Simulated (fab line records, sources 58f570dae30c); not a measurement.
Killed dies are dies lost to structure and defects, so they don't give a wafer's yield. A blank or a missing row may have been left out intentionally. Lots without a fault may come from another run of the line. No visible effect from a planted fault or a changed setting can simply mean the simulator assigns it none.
Split-lot study :: flow berkeley-cmos170 :: 5 lots, 23 wafers read, on a route of 331 steps

## THE SPLIT
At UCB170_V1_COAT_07 (resist thk 900 nm), the setting resist-thk-nm was moved away from the recipe's 900 nm on 7 of the 23 wafers read, by -4.7% to +3.4%. All remaining wafers had this setting at the recipe value.

The reading comes from the split's own step.

## THE READING
KrF_of_V1_COAT_07.thk-nm (the simulator's own value, which no gauge read), in nm, at UCB170_V1_COAT_07 (resist thk 900 nm). The file does not state a usual value for it. Here, 16 wafers ran the recipe; their average is 902.4 nm with a standard deviation of 1.8 nm.

wafer: L074.1
tool, chamber at the split: litho-track-04, 0
resist-thk-nm as run, nm: 900
against the recipe: recipe
KrF_of_V1_COAT_07.thk-nm, nm: 905.9
against lot-mates on the recipe: -

wafer: L074.2
tool, chamber at the split: litho-track-04, 0
resist-thk-nm as run, nm: 900
against the recipe: recipe
KrF_of_V1_COAT_07.thk-nm, nm: 905.2
against lot-mates on the recipe: -

wafer: L074.3
tool, chamber at the split: litho-track-04, 0
resist-thk-nm as run, nm: 900
against the recipe: recipe
KrF_of_V1_COAT_07.thk-nm, nm: 903.8
against lot-mates on the recipe: -

wafer: L074.5
tool, chamber at the split: litho-track-04, 0
resist-thk-nm as run, nm: 900
against the recipe: recipe
KrF_of_V1_COAT_07.thk-nm, nm: 905.4
against lot-mates on the recipe: -

wafer: L074.6
tool, chamber at the split: litho-track-04, 0
resist-thk-nm as run, nm: 900
against the recipe: recipe
KrF_of_V1_COAT_07.thk-nm, nm: 901.4
against lot-mates on the recipe: -

wafer: L076.4
tool, chamber at the split: litho-track-02, 0
resist-thk-nm as run, nm: 900
against the recipe: recipe
KrF_of_V1_COAT_07.thk-nm, nm: 902.5
against lot-mates on the recipe: -

wafer: L076.5
tool, chamber at the split: litho-track-02, 0
resist-thk-nm as run, nm: 900
against the recipe: recipe
KrF_of_V1_COAT_07.thk-nm, nm: 901.8
against lot-mates on the recipe: -

wafer: L076.6
tool, chamber at the split: litho-track-02, 0
resist-thk-nm as run, nm: 900
against the recipe: recipe
KrF_of_V1_COAT_07.thk-nm, nm: 902.3
against lot-mates on the recipe: -

wafer: L077.1
tool, chamber at the split: litho-track-04, 0
resist-thk-nm as run, nm: 858
against the recipe: -4.7%
KrF_of_V1_COAT_07.thk-nm, nm: 861.4
against lot-mates on the recipe: -40.2

wafer: L077.2
tool, chamber at the split: litho-track-04, 0
resist-thk-nm as run, nm: 858
against the recipe: -4.7%
KrF_of_V1_COAT_07.thk-nm, nm: 860.1
against lot-mates on the recipe: -41.5

wafer: L077.3
tool, chamber at the split: litho-track-04, 0
resist-thk-nm as run, nm: 900
against the recipe: recipe
KrF_of_V1_COAT_07.thk-nm, nm: 901.8
against lot-mates on the recipe: -

wafer: L077.4
tool, chamber at the split: litho-track-04, 0
resist-thk-nm as run, nm: 900
against the recipe: recipe
KrF_of_V1_COAT_07.thk-nm, nm: 901.4
against lot-mates on the recipe: -

wafer: L077.6
tool, chamber at the split: litho-track-04, 0
resist-thk-nm as run, nm: 858
against the recipe: -4.7%
KrF_of_V1_COAT_07.thk-nm, nm: 861
against lot-mates on the recipe: -40.6

wafer: L078.1
tool, chamber at the split: litho-track-04, 0
resist-thk-nm as run, nm: 900
against the recipe: recipe
KrF_of_V1_COAT_07.thk-nm, nm: 903.6
against lot-mates on the recipe: -

wafer: L078.2
tool, chamber at the split: litho-track-04, 0
resist-thk-nm as run, nm: 900
against the recipe: recipe
KrF_of_V1_COAT_07.thk-nm, nm: 901
against lot-mates on the recipe: -

wafer: L078.3
tool, chamber at the split: litho-track-04, 0
resist-thk-nm as run, nm: 930.2
against the recipe: +3.4%
KrF_of_V1_COAT_07.thk-nm, nm: 932.4
against lot-mates on the recipe: +30.5

wafer: L078.4
tool, chamber at the split: litho-track-04, 0
resist-thk-nm as run, nm: 930.2
against the recipe: +3.4%
KrF_of_V1_COAT_07.thk-nm, nm: 934.9
against lot-mates on the recipe: +33.0

wafer: L078.6
tool, chamber at the split: litho-track-04, 0
resist-thk-nm as run, nm: 900
against the recipe: recipe
KrF_of_V1_COAT_07.thk-nm, nm: 901.2
against lot-mates on the recipe: -

wafer: L082.1
tool, chamber at the split: litho-track-04, 0
resist-thk-nm as run, nm: 900
against the recipe: recipe
KrF_of_V1_COAT_07.thk-nm, nm: 900
against lot-mates on the recipe: -

wafer: L082.2
tool, chamber at the split: litho-track-04, 0
resist-thk-nm as run, nm: 857.4
against the recipe: -4.7%
KrF_of_V1_COAT_07.thk-nm, nm: 857.5
against lot-mates on the recipe: -43.0

wafer: L082.3
tool, chamber at the split: litho-track-04, 0
resist-thk-nm as run, nm: 900
against the recipe: recipe
KrF_of_V1_COAT_07.thk-nm, nm: 901.4
against lot-mates on the recipe: -

wafer: L082.4
tool, chamber at the split: litho-track-04, 0
resist-thk-nm as run, nm: 857.4
against the recipe: -4.7%
KrF_of_V1_COAT_07.thk-nm, nm: 856.6
against lot-mates on the recipe: -43.9

wafer: L082.6
tool, chamber at the split: litho-track-04, 0
resist-thk-nm as run, nm: 900
against the recipe: recipe
KrF_of_V1_COAT_07.thk-nm, nm: 900.1
against lot-mates on the recipe: -

FIT RESULTS
A straight line over all 23 wafers: KrF_of_V1_COAT_07.thk-nm changes by +9.21 nm for each +1% of resist-thk-nm; r = +1.00; the points scatter about the line by 1.8 nm.
The same after taking each lot's own level away (the mean of its wafers on the recipe; 23 wafers): +9.04 nm for each +1%; r = +1.00; scatter 1.2 nm.
According to that fit, moving resist-thk-nm by its largest amount changes the reading by 43 nm.
The lots' own levels span 900.50 to 904.34 nm, that is 2.2 times the standard deviation above.
Consequently the slope shifts little with the lot-to-lot level, the two slopes agreeing.
Check: for one of the wafers moved furthest among these (-4.7%), held out of the fit, the line's prediction against its lot-mates is -42.4 nm. Against them it came out at -43 nm.

## THE OTHER SPLITS THESE WAFERS WENT THROUGH
Note: prior to the reading, these wafers also went through further splits. Each is held against what the fit with the lots' levels taken away leaves over:
other split on the same wafers: UCB170_NWELL_OXIDATION_01 temp-c
wafers away from the commonest value: 10
r with KrF_of_V1_COAT_07.thk-nm (lot level and that fit taken away): +0.02

other split on the same wafers: UCB170_NWELL_IMPLANT_14 energy-kev
wafers away from the commonest value: 9
r with KrF_of_V1_COAT_07.thk-nm (lot level and that fit taken away): -0.40

other split on the same wafers: UCB170_PLDD_PEB_04 peb-temp-c
wafers away from the commonest value: 7
r with KrF_of_V1_COAT_07.thk-nm (lot level and that fit taken away): +0.27

other split on the same wafers: UCB170_PLDD_IMPLANT_09 energy-kev
wafers away from the commonest value: 5
r with KrF_of_V1_COAT_07.thk-nm (lot level and that fit taken away): -0.01

other split on the same wafers: UCB170_SPACER_CVD_00 time-s
wafers away from the commonest value: 7
r with KrF_of_V1_COAT_07.thk-nm (lot level and that fit taken away): +0.08

other split on the same wafers: UCB170_NSD_IMPLANT_08 energy-kev
wafers away from the commonest value: 5
r with KrF_of_V1_COAT_07.thk-nm (lot level and that fit taken away): +0.20

other split on the same wafers: UCB170_SDANNEAL_RTA_00 time-s
wafers away from the commonest value: 7
r with KrF_of_V1_COAT_07.thk-nm (lot level and that fit taken away): +0.09

other split on the same wafers: UCB170_M1_METAL_ETCH_12 icp-w
wafers away from the commonest value: 7
r with KrF_of_V1_COAT_07.thk-nm (lot level and that fit taken away): -0.29

## THE WHOLE CHAIN: every reading that the file lists as answering this split, in the file's order
step: UCB170_V1_COAT_07
what it does: resist thk 900 nm
reading: KrF_of_V1_COAT_07.thk-nm (the simulator's own value, which no gauge read)
change (the file's fit): +9.06 nm for each +1% of the setting
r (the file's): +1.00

step: UCB170_V1_ETCH_14
what it does: etches SiO2 in CHF3/CF4/Ar, stops on Al, target depth 1250 nm, time 291 s
reading: KrF_of_V1_COAT_07.thk-nm (the simulator's own value, which no gauge read)
change (the file's fit): +9.64 nm for each +1% of the setting, in a fit together with time-s@V1_ETCH_14
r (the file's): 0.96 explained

step: UCB170_V1_STRIP_15
what it does: strips in O2
reading: strip-time-to-endpoint-s
change (the file's fit): withheld for each +1% of the setting, in a fit together with time-s@V1_ETCH_14
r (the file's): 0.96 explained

## FILE'S OWN FIT
KrF_of_V1_COAT_07.thk-nm changes by +9.06 nm for each +1% of resist-thk-nm, r = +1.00.
